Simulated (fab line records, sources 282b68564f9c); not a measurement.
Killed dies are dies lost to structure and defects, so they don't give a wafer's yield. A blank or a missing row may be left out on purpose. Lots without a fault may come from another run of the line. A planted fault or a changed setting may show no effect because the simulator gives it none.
One fault seen from 2 desks | flow rit_cmos | each desk has only its own numbers; what lay behind them comes last

THE METROLOGY DESK
What the gauges read, lot by lot, whatever tool the lot ran on: means of the sampled wafers that have a number. A lot is out of limits, marked OUT, if its mean lies more than 4 standard deviations from the usual mean; the brackets give that distance.
Columns: A = NWELL_TW at RIT_NWELL_TW_MEAS_10, usual 2153; B = PRETRO_OVL at RIT_PRETRO_OVL_MEAS_06, usual -0.4 nm; C = cd_nm at RIT_M1_CD_MEAS_90, usual 2598 nm
lot  | first seen here | A    | B    | C
L409 | day 2 03:46     | 2152 | -1.1 | 2600
L412 | day 3 00:44     | 2163 | 0.1  | 2599
L414 | day 3 07:46     | 2178 | -0.3 | 2594
L416 | day 3 14:34     | 2188 | -0.1 | 2603
L417 | day 3 20:29     | 2133 | 0.5  | 2593
L418 | day 3 23:32     | 2164 | 0.3  | 2599
L419 | day 4 04:19     | 2162 | -0.4 | 2598
L420 | day 4 10:13     | 2162 | -0.1 | 2597
L424 | day 5 06:01     | 2109 | -2.4 | 2594
L425 | day 5 10:07     | 2156 | 0.5  | 2600
L427 | day 5 20:04     | 2113 | -2.0 | 2604
L428 | day 6 01:52     | 2182 | 1.8  | 2594
L429 | day 6 05:52     | 2159 | -0.6 | 2602
L431 | day 6 15:52     | 2107 | 0.9  | 2595
This desk's finding: nothing out of limits on any of the 14 lots.

THE TOOL OWNER'S DESK: rie_metal-01
The tool's own readings at RIT_M1_METAL_ETCH_12 (etches Al in Cl2/BCl3, stops on SiO2, time 165 s, target depth 600 nm): means of the sampled wafers that have a number, for each lot that ran on this tool. A lot is out of limits, marked OUT, if its mean lies more than 4 standard deviations from the usual mean; the brackets give that distance.
Columns: A = drypump_motor_current_A at RIT_M1_METAL_ETCH_12, usual 5.7 A; B = oes_product_au at RIT_M1_METAL_ETCH_12, usual 0.772 a.u.; C = throttle_valve_pct at RIT_M1_METAL_ETCH_12, usual 8.23 %
lot  | first seen here | A   | B     | C
L416 | day 5 00:13     | 6.0 | 0.767 | 8.24
L419 | day 5 15:35     | 5.9 | 0.768 | 8.34
L425 | day 6 20:38     | 5.9 | 0.749 | 8.34
L427 | day 7 05:30     | 5.8 | 0.745 | 8.33
This desk's finding: nothing out of limits on any of the 4 lots.

PUT TOGETHER
The metrology desk saw nothing out of limits.
The tool owner's desk saw nothing out of limits.

WHAT THE SIMULATOR HAD PUT IN
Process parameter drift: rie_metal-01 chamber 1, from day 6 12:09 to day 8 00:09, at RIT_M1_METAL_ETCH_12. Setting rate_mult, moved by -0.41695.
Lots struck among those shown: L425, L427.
